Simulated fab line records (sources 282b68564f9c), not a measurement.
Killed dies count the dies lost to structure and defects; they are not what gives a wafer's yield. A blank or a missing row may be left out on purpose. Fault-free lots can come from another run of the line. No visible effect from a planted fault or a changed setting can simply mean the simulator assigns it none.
fab line records	flow ritCmos
record: lots: 5	wafers: 23
route steps=202 shown ACTIVE@9 FOX2@23 NRETRO@54 PRETRO@72 GATE@78
startH: hours from the record's first day to the start of the lot's first wafer shown	waitH: hours since the lot's step before	" same as the row above	L1.1+2: one row covering several wafers at once	- no value, or no start given	* or withheld: withheld	< > ~ a bound
route shown NAME@n: names a module that has steps shown in the file, with the first one's number in the route	usual: average and standard deviation across the fault-free wafers	same: alike in all rows	chamber/n: place in a boat	sites: each site's reading	_std_site: the values' standard deviation	_edge_site: the outer-site mean with the inner-site mean subtracted	radiusMm: for every site, how far away it sits from the centre of the wafer	mask NAME#n: copy n	behind: the last tool/chamber to shape the wafer	hold: cause of the lot's hold/its duration in hours/its outcome	device: the transistor (n, p or np) that didn't switch	end of line: at the end of the route, the tests of the same wafers	for a step that has no rows: nothing shown but its recipe	killed: count of dies lost to structure and defects at first sort (not the wafer's yield)	map: per-die view of a wafer (x killed, . not killed, _ where there is no die)
set.NAME: the setting that was run; set.NAME@STEP: the one run at that earlier step	model.NAME: the simulator's own value behind a step, which no gauge read
lots with deliberately changed settings; one table per step, one row per wafer
== steps ==
step: RIT_ACTIVE_EXPOSE_08
recipe: maskId: M1	na: 0.6	sourceShape: conventional	sigmaOuter: 0.6	targetCdNm: 1400	doseMj: 225
lot.wafer	tool	chamber	startH	waitH	mask	set.doseMj
L077.2+4+6	ilineStepper-01	0	29.06	0.1	M1#0	217.4
L077.3+5	"	0	"	"	M1#0	225
L079.1+4+5	ilineStepper-02	0	39.04	0.1	M1#0	220.6
L079.2+3	"	0	"	"	M1#0	225
L080.1+5	ilineStepper-02	0	44.04	0.1	M1#0	225
L080.2+4+6	"	0	"	"	M1#0	211.6
L084.1+2+3	ilineStepper-01	0	64.75	0.1	M1#0	225
L084.4+6	"	0	"	"	M1#0	240.2
L085.2+4+6	ilineStepper-02	0	72.01	0.2	M1#0	225
step: RIT_ACTIVE_PEB_09
recipe: resist: NOVOLAK	tempC: withheld	timeS: withheld
step: RIT_ACTIVE_DEVELOP_10
recipe: resist: NOVOLAK	developTimeS: 50	devTempC: 23
step: RIT_ACTIVE_CD_MEAS_11
recipe: targetCdNm: 1400
usual: cdNm: 1401.9/2.2
lot.wafer	tool	chamber	startH	waitH	set.doseMj@ACTIVE_EXPOSE_08	cdNm
L077.2	cdSem-02	-	29.46	-	217.4	1415.7
L077.3	"	-	"	"	225	1405.8
L077.4	"	-	"	"	217.4	1415.4
L077.5	"	-	"	"	225	1406.6
L077.6	"	-	"	"	217.4	1414.8
L079.1	cdSem-02	-	39.44	-	220.6	1406.9
L079.2	"	-	"	"	225	1403.4
L079.3	"	-	"	"	225	1401.4
L079.4	"	-	"	"	220.6	1407.3
L079.5	"	-	"	"	220.6	1407.6
L080.1	cdSem-02	-	44.44	-	225	1404.6
L080.2	"	-	"	"	211.6	1420.2
L080.4	"	-	"	"	211.6	1419.7
L080.5	"	-	"	"	225	1401.0
L080.6	"	-	"	"	211.6	1421.9
L084.1	cdSem-01	-	65.21	-	225	1399.3
L084.2	"	-	"	"	225	1401.6
L084.3	"	-	"	"	225	1401.3
L084.4	"	-	"	"	240.2	1382.9
L084.6	"	-	"	"	240.2	1382.7
L085.2	cdSem-02	-	72.41	-	225	1399.5
L085.4	"	-	"	"	225	1398.8
L085.6	"	-	"	"	225	1400.9
step: RIT_ACTIVE_HARDBAKE_12
recipe: resist: NOVOLAK	tempC: 140	timeS: 60
step: RIT_ACTIVE_ETCH_13
recipe: stopOn: SiO2	chemistry: SF6	target: Si3N4	timeS: 210	overEtchFrac: 0.4	SF6_flow_sccm: 200	pressureMtorr: 260	rfW: 125	targetDepthA: 2100
lot.wafer	tool	chamber	startH	waitH	set.doseMj@ACTIVE_EXPOSE_08	model.ACTIVE.cdNm
L077.2	rieDiel-04	3	29.71	0.1	217.4	1416
L077.3	"	0	"	"	225	1406
L077.4+6	"	2,0	"	"	217.4	1415
L077.5	"	1	"	"	225	1407
L079.1+4	rieDiel-01	2,3	39.71	0.1	220.6	1407
L079.2	"	1	"	"	225	1404
L079.3	"	0	"	"	225	-
L079.5	"	3	"	"	220.6	1408
L080.1	rieDiel-01	1	44.74	0.1	225	1404
L080.2+4	"	3,0	"	"	211.6	1420
L080.5	"	3	"	"	225	1401
L080.6	"	0	"	"	211.6	-
L084.1	rieDiel-01	0	65.48	0.1	225	-
L084.2	"	2	"	"	225	1402
L084.3	"	3	"	"	225	1401
L084.4+6	"	1,2	"	"	240.2	1383
L085.2+4	rieDiel-03	3,2	72.66	0.1	225	1399
L085.6	"	2	"	"	225	1401
step: RIT_ACTIVE_STRIP_14
recipe: chemistry: O2	timeS: 180	resist: NOVOLAK	platenTempC: withheld	powerW: 500	pressureMtorr: 4000	o2FlowSccm: 4000
step: RIT_ACTIVE_CD_MEAS_90
recipe: targetCdNm: 1400
usual: cdNm: 1401.9/2.2
lot.wafer	tool	chamber	startH	waitH	set.doseMj@ACTIVE_EXPOSE_08	cdNm
L077.2	cdSem-02	-	30.04	0.1	217.4	1415.9
L077.3	"	-	"	"	225	1405.8
L077.4	"	-	"	"	217.4	1415.2
L077.5	"	-	"	"	225	1405.9
L077.6	"	-	"	"	217.4	1415.2
L079.1	cdSem-02	-	40.02	0.1	220.6	1407.0
L079.2	"	-	"	"	225	1404.0
L079.3	"	-	"	"	225	1401.5
L079.4	"	-	"	"	220.6	1406.9
L079.5	"	-	"	"	220.6	1407.6
L080.1	cdSem-02	-	45.05	0.1	225	1404.0
L080.2	"	-	"	"	211.6	1420.4
L080.4	"	-	"	"	211.6	1419.7
L080.5	"	-	"	"	225	1401.6
L080.6	"	-	"	"	211.6	1421.9
L084.1	cdSem-01	-	65.78	0.1	225	1399.1
L084.2	"	-	"	"	225	1401.2
L084.3	"	-	"	"	225	1401.5
L084.4	"	-	"	"	240.2	1383.0
L084.6	"	-	"	"	240.2	1382.6
L085.2	cdSem-02	-	72.99	0.1	225	1399.5
L085.4	"	-	"	"	225	1398.8
L085.6	"	-	"	"	225	1400.9
step: RIT_FOX2_OXIDATION_00
recipe: tempC: 1100	ambient: H2O	targetThkA: 3507	pH2oTorr: 720	oxTimeS: 1130
lot.wafer	tool	chamber	startH	waitH	set.oxTimeS	model.SiO2_of_FOX2_OXIDATION_00.thkNm
L077.2	-	-	-	0.0	1292	391.5
L077.3	"	-	"	"	1292	384.9
L077.4	"	-	"	"	1292	389
L077.5	"	-	"	"	1292	386.8
L077.6	"	-	"	"	1292	384.5
L079.1	-	-	-	0.0	1269	382.4
L079.2	"	-	"	"	1269	389
L079.3	"	-	"	"	1269	388.8
L079.4	"	-	"	"	1269	386.3
L079.5	"	-	"	"	1269	382.2
L080.1	-	-	-	0.0	1180	357.8
L080.2	"	-	"	"	1180	363.7
L080.4	"	-	"	"	1180	360
L080.5	"	-	"	"	1180	358.7
L080.6	"	-	"	"	1180	358.2
L084.1	-	-	-	0.4	1130	341.2
L084.2	"	-	"	"	1130	340.5
L084.3	"	-	"	"	1130	343.6
L084.4	"	-	"	"	1130	337.7
L084.6	"	-	"	"	1130	343.7
L085.2	furnace-02	0	76.53	0.7	1130	350.2
L085.4	"	0	"	"	1130	343.2
L085.6	"	0	"	"	1130	345.3
step: RIT_FOX2_THK_MEAS_01
recipe: reads: SiO2_of_FOX2_OXIDATION_00
usual: FOX2_OXIDE_THK: 351/6.9
lot.wafer	tool	chamber	startH	waitH	set.oxTimeS@FOX2_OXIDATION_00	FOX2_OXIDE_THK[nm]
L077.2	filmMetro-01	-	-	-	1292	392
L077.3	"	-	"	"	1292	385
L077.4	"	-	"	"	1292	389
L077.5	"	-	"	"	1292	386
L077.6	"	-	"	"	1292	385
L079.1	filmMetro-04	-	-	-	1269	382
L079.2	"	-	"	"	1269	389
L079.3	"	-	"	"	1269	389
L079.4	"	-	"	"	1269	386
L079.5	"	-	"	"	1269	382
L080.1	filmMetro-01	-	-	-	1180	358
L080.2	"	-	"	"	1180	364
L080.4	"	-	"	"	1180	360
L080.5	"	-	"	"	1180	359
L080.6	"	-	"	"	1180	358
L084.1	filmMetro-01	-	-	-	1130	341
L084.2	"	-	"	"	1130	341
L084.3	"	-	"	"	1130	344
L084.4	"	-	"	"	1130	337
L084.6	"	-	"	"	1130	344
L085.2	filmMetro-04	-	77.85	0.0	1130	350
L085.4	"	-	"	"	1130	343
L085.6	"	-	"	"	1130	345
step: RIT_FOX2_CLEAN_02
recipe: chemistry: dHF	dilution: 50:1	timeS: 180
step: RIT_FOX2_WET_ETCH_03
recipe: chemistry: H3PO4	target: Si3N4	targetDepthNm: 195	tempC: 165	timeS: 2700
step: RIT_FOX2_THK_MEAS_90
recipe: reads: SiO2_of_FOX2_OXIDATION_00
usual: FIELD_OXIDE_LEFT_1_THK: 324/6.8
lot.wafer	tool	chamber	startH	waitH	set.oxTimeS@FOX2_OXIDATION_00	FIELD_OXIDE_LEFT_1_THK[nm]
L077.2	filmMetro-02	-	34.61	0.0	1292	364
L077.3	"	-	"	"	1292	357
L077.4	"	-	"	"	1292	361
L077.5	"	-	"	"	1292	360
L077.6	"	-	"	"	1292	357
L079.1	filmMetro-04	-	44.19	0.0	1269	355
L079.2	"	-	"	"	1269	362
L079.3	"	-	"	"	1269	362
L079.4	"	-	"	"	1269	359
L079.5	"	-	"	"	1269	354
L080.1	filmMetro-04	-	49.21	0.0	1180	330
L080.2	"	-	"	"	1180	336
L080.4	"	-	"	"	1180	333
L080.5	"	-	"	"	1180	331
L080.6	"	-	"	"	1180	331
L084.1	filmMetro-02	-	71.54	0.0	1130	314
L084.2	"	-	"	"	1130	313
L084.3	"	-	"	"	1130	317
L084.4	"	-	"	"	1130	311
L084.6	"	-	"	"	1130	317
L085.2	filmMetro-04	-	78.80	0.0	1130	323
L085.4	"	-	"	"	1130	316
L085.6	"	-	"	"	1130	319
step: RIT_NRETRO_COAT_01
recipe: resist: NOVOLAK	spinRpm: 2000	resistThkNm: 1300
lot.wafer	tool	chamber	startH	waitH	set.resistThkNm	model.NOVOLAK_of_NRETRO_COAT_01.thkNm
L077.2	lithoTrack-02	0	43.60	0.1	1300	1295
L077.3	"	0	"	"	1300	1300
L077.4+5+6	"	0	"	"	1361	1358
L079.1	lithoTrack-04	0	53.81	0.1	1227	1228
L079.2	"	0	"	"	1300	1303
L079.3+5	"	0	"	"	1300	1302
L079.4	"	0	"	"	1227	1229
L080.1	lithoTrack-02	0	58.37	0.1	1300	1316
L080.2+4	"	0	"	"	1300	1309
L080.5	"	0	"	"	1300	1311
L080.6	"	0	"	"	1300	1308
L084.1+2	lithoTrack-04	0	81.87	0.1	1346	1344
L084.3	"	0	"	"	1300	1301
L084.4	"	0	"	"	1300	1298
L084.6	"	0	"	"	1300	1299
L085.2	lithoTrack-03	0	87.77	0.1	1300	1307
L085.4	"	0	"	"	1300	1308
L085.6	"	0	"	"	1300	1305
step: RIT_NRETRO_SOFTBAKE_02
recipe: resist: NOVOLAK	tempC: 90	timeS: 60
step: RIT_NRETRO_EXPOSE_03
recipe: maskId: M4	na: 0.57	targetCdNm: 43900	doseMj: 250
step: RIT_NRETRO_DEVELOP_05
recipe: resist: NOVOLAK	developTimeS: 68	devTempC: 23
step: RIT_NRETRO_HARDBAKE_07
recipe: resist: NOVOLAK	tempC: 140	timeS: 120
lot.wafer	tool	chamber	startH	waitH	set.resistThkNm@NRETRO_COAT_01	model.NOVOLAK_of_NRETRO_COAT_01.thkNm
L077.2	lithoTrack-02	0	44.38	0.1	1300	1133
L077.3	"	0	"	"	1300	1137
L077.4+6	"	0	"	"	1361	1187
L077.5	"	0	"	"	1361	1186
L079.1	lithoTrack-04	0	54.70	0.0	1227	1075
L079.2+3+5	"	0	"	"	1300	1139
L079.4	"	0	"	"	1227	1076
L080.1	lithoTrack-04	0	59.14	0.0	1300	1151
L080.2+4	"	0	"	"	1300	1145
L080.5	"	0	"	"	1300	1146
L080.6	"	0	"	"	1300	1144
L084.1+2	lithoTrack-02	0	82.72	0.1	1346	1175
L084.3	"	0	"	"	1300	1138
L084.4	"	0	"	"	1300	1135
L084.6	"	0	"	"	1300	1136
L085.2	lithoTrack-04	0	88.67	0.1	1300	1143
L085.4	"	0	"	"	1300	1144
L085.6	"	0	"	"	1300	1142
step: RIT_PRETRO_IMPLANT_08
recipe: species: B	energyKev: 45	doseCm2: 1.2e+13	tiltDeg: 7
lot.wafer	tool	chamber	startH	waitH	set.tiltDeg
L077.2+4+6	implanter-03	0	46.37	0.2	7
L077.3+5	"	0	"	"	6.476
L079.1+2+4	implanter-03	0	56.60	0.2	7
L079.3+5	"	0	"	"	7.454
L080.1+5+6	implanter-01	0	60.94	0.2	7
L080.2+4	"	0	"	"	6.055
L084.1+6	implanter-04	0	84.52	0.2	7
L084.2+3+4	"	0	"	"	7.734
L085.2+4+6	implanter-01	0	90.46	0.2	7
step: RIT_PRETRO_STRIP_09
recipe: chemistry: O2	timeS: 180	resist: NOVOLAK	platenTempC: withheld	powerW: 500	pressureMtorr: 4000	o2FlowSccm: 4000
step: RIT_GATE_CLEAN_03
recipe: chemistry: SC2	mix: 3:3:50	timeS: 600	tempC: 75	dry: n2Spin
step: RIT_GATE_CLEAN_04
recipe: chemistry: dHF	dilution: 50:1	timeS: 60	dry: n2Spin
step: RIT_FOX2_THK_MEAS_91
recipe: reads: SiO2_of_FOX2_OXIDATION_00
usual: FIELD_OXIDE_LEFT_2_THK: 256/6.9
lot.wafer	tool	chamber	startH	waitH	set.oxTimeS@FOX2_OXIDATION_00	FIELD_OXIDE_LEFT_2_THK[nm]
L077.2	filmMetro-02	-	47.15	0.0	1292	296
L077.3	"	-	"	"	1292	289
L077.4	"	-	"	"	1292	294
L077.5	"	-	"	"	1292	291
L077.6	"	-	"	"	1292	289
L079.1	filmMetro-02	-	57.41	0.0	1269	287
L079.2	"	-	"	"	1269	294
L079.3	"	-	"	"	1269	294
L079.4	"	-	"	"	1269	291
L079.5	"	-	"	"	1269	287
L080.1	filmMetro-01	-	61.76	0.0	1180	262
L080.2	"	-	"	"	1180	268
L080.4	"	-	"	"	1180	264
L080.5	"	-	"	"	1180	263
L080.6	"	-	"	"	1180	262
L084.1	filmMetro-04	-	85.32	0.0	1130	246
L084.2	"	-	"	"	1130	245
L084.3	"	-	"	"	1130	248
L084.4	"	-	"	"	1130	242
L084.6	"	-	"	"	1130	248
L085.2	filmMetro-02	-	91.25	0.0	1130	255
L085.4	"	-	"	"	1130	249
L085.6	"	-	"	"	1130	251
step: RIT_GATE_OXIDATION_05
recipe: tempC: 900	ambient: O2	targetThkA: 30	oxTimeS: 270
lot.wafer	tool	chamber	startH	waitH	set.oxTimeS	model.SiO2_of_GATE_OXIDATION_05.thkNm
L077.2	-	-	-	2.6	281.1	3.102
L077.3	"	-	"	"	281.1	3.088
L077.4	"	-	"	"	281.1	3.105
L077.5	"	-	"	"	281.1	3.121
L077.6	"	-	"	"	281.1	3.076
L079.1	-	-	-	0.1	240	2.61
L079.2	"	-	"	"	240	2.679
L079.3	"	-	"	"	240	2.621
L079.4	"	-	"	"	240	2.685
L079.5	"	-	"	"	240	2.638
L080.1	-	-	-	1.3	289.5	3.18
L080.2	"	-	"	"	289.5	3.148
L080.4	"	-	"	"	289.5	3.188
L080.5	"	-	"	"	289.5	3.203
L080.6	"	-	"	"	289.5	3.216
L084.1	-	-	-	0.1	242.2	2.744
L084.2	"	-	"	"	242.2	2.68
L084.3	"	-	"	"	242.2	2.722
L084.4	"	-	"	"	242.2	2.698
L084.6	"	-	"	"	242.2	2.746
L085.2	furnace-04	0	92.05	0.8	270	2.987
L085.4	"	0	"	"	270	2.996
L085.6	"	0	"	"	270	2.978
step: RIT_GATE_ANNEAL_06
recipe: tempC: 900	timeS: 600	ambient: N2O
step: RIT_GATE_THK_MEAS_07
recipe: reads: SiO2_of_GATE_OXIDATION_05
usual: GATE_OXIDE_THK: 2.99/0.066
lot.wafer	tool	chamber	startH	waitH	set.oxTimeS@GATE_OXIDATION_05	GATE_OXIDE_THK[nm]
L077.2	filmMetro-01	-	51.05	0.0	281.1	3.05
L077.3	"	-	"	"	281.1	3.08
L077.4	"	-	"	"	281.1	3.10
L077.5	"	-	"	"	281.1	3.12
L077.6	"	-	"	"	281.1	3.09
L079.1	filmMetro-02	-	58.79	0.0	240	2.63
L079.2	"	-	"	"	240	2.70
L079.3	"	-	"	"	240	2.65
L079.4	"	-	"	"	240	2.69
L079.5	"	-	"	"	240	2.67
L080.1	filmMetro-02	-	67.46	0.0	289.5	3.16
L080.2	"	-	"	"	289.5	3.18
L080.4	"	-	"	"	289.5	3.16
L080.5	"	-	"	"	289.5	3.16
L080.6	"	-	"	"	289.5	3.22
L084.1	filmMetro-04	-	86.71	0.0	242.2	2.71
L084.2	"	-	"	"	242.2	2.65
L084.3	"	-	"	"	242.2	2.73
L084.4	"	-	"	"	242.2	2.70
L084.6	"	-	"	"	242.2	2.79
L085.2	filmMetro-01	-	94.19	0.0	270	2.97
L085.4	"	-	"	"	270	3.02
L085.6	"	-	"	"	270	2.96
step: RIT_GATE_CVD_08
recipe: material: poly-Si	targetThkNm: 250	tempC: 610	precursor: SiH4	timeS: 2220	pressureMtorr: 300	sih4FlowSccm: 100
lot.wafer	tool	chamber	startH	waitH	set.tempC	model.poly-Si_of_GATE_CVD_08.thkNm
L077.2+3	-	-	-	0.0	623.5	342.4
L077.4	"	-	"	"	623.5	343.2
L077.5	"	-	"	"	623.5	343.6
L077.6	"	-	"	"	623.5	344
L079.1	-	-	-	0.1	595	169.3
L079.2	"	-	"	"	595	168.7
L079.3	"	-	"	"	595	169.2
L079.4	"	-	"	"	595	170.8
L079.5	"	-	"	"	595	170.3
L080.1	-	-	-	0.1	610	251
L080.2	"	-	"	"	610	250.7
L080.4	"	-	"	"	610	250.6
L080.5	"	-	"	"	610	252.5
L080.6	"	-	"	"	610	249.6
L084.1	-	-	-	0.1	603.5	222
L084.2	"	-	"	"	603.5	220.6
L084.3	"	-	"	"	603.5	219.3
L084.4	"	-	"	"	603.5	217.6
L084.6	"	-	"	"	603.5	217.2
L085.2	lpcvd-01	1	94.24	0.0	610	252.4
L085.4	"	1	"	"	610	251.5
L085.6	"	1	"	"	610	253.1
step: RIT_GATE_THK_MEAS_09
recipe: reads: poly-Si_of_GATE_CVD_08
usual: GATE_POLY_THK: 251.3/2.5
lot.wafer	tool	chamber	startH	waitH	set.tempC@GATE_CVD_08	GATE_POLY_THK[nm]
L077.2	filmMetro-04	-	-	-	623.5	342.6
L077.3	"	-	"	"	623.5	342.5
L077.4	"	-	"	"	623.5	343.3
L077.5	"	-	"	"	623.5	343.6
L077.6	"	-	"	"	623.5	344.2
L079.1	filmMetro-01	-	-	-	595	169.3
L079.2	"	-	"	"	595	168.6
L079.3	"	-	"	"	595	169.3
L079.4	"	-	"	"	595	170.8
L079.5	"	-	"	"	595	170.3
L080.1	filmMetro-02	-	-	-	610	250.8
L080.2	"	-	"	"	610	251.0
L080.4	"	-	"	"	610	250.7
L080.5	"	-	"	"	610	252.3
L080.6	"	-	"	"	610	249.7
L084.1	filmMetro-02	-	-	-	603.5	222.1
L084.2	"	-	"	"	603.5	220.4
L084.3	"	-	"	"	603.5	219.3
L084.4	"	-	"	"	603.5	217.8
L084.6	"	-	"	"	603.5	217.1
L085.2	filmMetro-04	-	96.68	0.0	610	252.5
L085.4	"	-	"	"	610	251.6
L085.6	"	-	"	"	610	253.0
step: RIT_GATE_DEVELOP_15
recipe: resist: NOVOLAK	developTimeS: 50	devTempC: 23
lot.wafer	tool	chamber	startH	waitH	set.developTimeS
L077.2+5+6	lithoTrack-03	0	-	-	50
L077.3+4	"	0	"	"	54.85
L079.1+2+3+4+5	lithoTrack-02	0	-	-	50
L080.1+5	lithoTrack-03	0	-	-	43.95
L080.2+4+6	"	0	"	"	50
L084.1+2+6	lithoTrack-03	0	-	-	53.74
L084.3+4	"	0	"	"	50
L085.2+4+6	lithoTrack-02	0	-	-	50
step: RIT_GATE_HARDBAKE_18
recipe: resist: NOVOLAK	tempC: 140	timeS: 60
step: RIT_GATE_ETCH_19
recipe: chemistry: SF6/CHF3/O2	timeS: 165	SF6_flow_sccm: 30	CHF3_flow_sccm: 30	O2_flow_sccm: 5	target: poly-Si	pressureMtorr: 40	rfW: 160	targetDepthA: 3125	overEtchFrac: 0.25	stopOn: SiO2
usual: oesProductAu: 0.857/0.014
lot.wafer	tool	chamber	startH	waitH	set.tempC@GATE_CVD_08	oesProductAu	model.etch.depthNm	model.GATE.featureDepthNm
L077.2	rieSi-01	3	54.06	0.1	623.5	1.014	316.7	316.7
L077.3	"	0	"	"	623.5	1.031	313.2	313.2
L077.4	"	2	"	"	623.5	0.992	314.4	314.4
L077.5	"	2	"	"	623.5	0.984	311	311
L077.6	"	1	"	"	623.5	1.006	308.4	308.4
L079.1	rieSi-01	1	62.62	0.1	595	0.660	169.3	169.3
L079.2	"	2	"	"	595	0.656	168.7	168.7
L079.3	"	0	"	"	595	0.675	169.2	169.2
L079.4	"	3	"	"	595	0.656	170.8	170.8
L079.5	"	3	"	"	595	0.656	170.3	170.3
L080.1	rieSi-02	3	71.54	0.1	610	0.858	251	251
L080.2	"	0	"	"	610	0.837	250.7	250.7
L080.4	"	1	"	"	610	0.871	250.6	250.6
L080.5	"	2	"	"	610	0.864	252.5	252.5
L080.6	"	3	"	"	610	0.849	249.6	249.6
L084.1	rieSi-02	2	89.80	0.1	603.5	0.785	222	222
L084.2	"	1	"	"	603.5	0.794	220.6	220.6
L084.3	"	3	"	"	603.5	0.783	219.3	219.3
L084.4	"	1	"	"	603.5	0.789	217.6	217.6
L084.6	"	3	"	"	603.5	0.772	217.2	217.2
L085.2	rieSi-01	0	98.04	0.1	610	0.869	252.4	252.4
L085.4	"	2	"	"	610	0.840	251.5	251.5
L085.6	"	0	"	"	610	0.868	253.1	253.1
== key ==
split: step: RIT_ACTIVE_EXPOSE_08	setting: doseMj	stated: 225	by: wafer
response: step: RIT_ACTIVE_CD_MEAS_11	reading: cdNm	change: -2.77	per: 1%	r: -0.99
response: step: RIT_ACTIVE_ETCH_13	reading: model.ACTIVE.cdNm	change: -2.77	per: 1%	r: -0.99
response: step: RIT_ACTIVE_CD_MEAS_90	reading: cdNm	change: -2.78	per: 1%	r: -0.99
split: step: RIT_FOX2_OXIDATION_00	setting: oxTimeS	stated: 1130	by: lot
response: step: RIT_FOX2_OXIDATION_00	reading: model.SiO2_of_FOX2_OXIDATION_00.thkNm	change: +3.2	per: 1%	r: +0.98
response: step: RIT_FOX2_THK_MEAS_01	reading: FOX2_OXIDE_THK	change: +3.19	per: 1%	r: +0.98
response: step: RIT_FOX2_THK_MEAS_90	reading: FIELD_OXIDE_LEFT_1_THK	change: +3.16	per: 1%	r: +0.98
response: step: RIT_FOX2_THK_MEAS_91	reading: FIELD_OXIDE_LEFT_2_THK	change: +3.19	per: 1%	r: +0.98
split: step: RIT_NRETRO_COAT_01	setting: resistThkNm	stated: 1300	by: wafer
response: step: RIT_NRETRO_COAT_01	reading: model.NOVOLAK_of_NRETRO_COAT_01.thkNm	change: +13	per: 1%	r: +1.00
response: step: RIT_NRETRO_HARDBAKE_07	reading: model.NOVOLAK_of_NRETRO_COAT_01.thkNm	change: +11.2	per: 1%	r: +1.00
split: step: RIT_PRETRO_IMPLANT_08	setting: tiltDeg	stated: 7	by: wafer
response none clear
split: step: RIT_GATE_OXIDATION_05	setting: oxTimeS	stated: 270	by: lot
response: step: RIT_GATE_OXIDATION_05	reading: model.SiO2_of_GATE_OXIDATION_05.thkNm	change: +0.0282	per: 1%	r: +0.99
response: step: RIT_GATE_THK_MEAS_07	reading: GATE_OXIDE_THK	change: +0.027	per: 1%	r: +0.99
split: step: RIT_GATE_CVD_08	setting: tempC	stated: 610	by: lot
response: step: RIT_GATE_CVD_08	reading: model.poly-Si_of_GATE_CVD_08.thkNm	change: +36.9	per: 1%	r: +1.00
response: step: RIT_GATE_THK_MEAS_09	reading: GATE_POLY_THK	change: +36.9	per: 1%	r: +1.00
response: step: RIT_GATE_ETCH_19	reading: oesProductAu	change: +0.0729	per: 1%	r: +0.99
response: step: RIT_GATE_ETCH_19	reading: model.etch.depthNm	change: +30.4	per: 1%	r: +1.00
response: step: RIT_GATE_ETCH_19	reading: model.GATE.featureDepthNm	change: +30.4	per: 1%	r: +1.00
split: step: RIT_GATE_DEVELOP_15	setting: developTimeS	stated: 50	by: wafer
response none clear
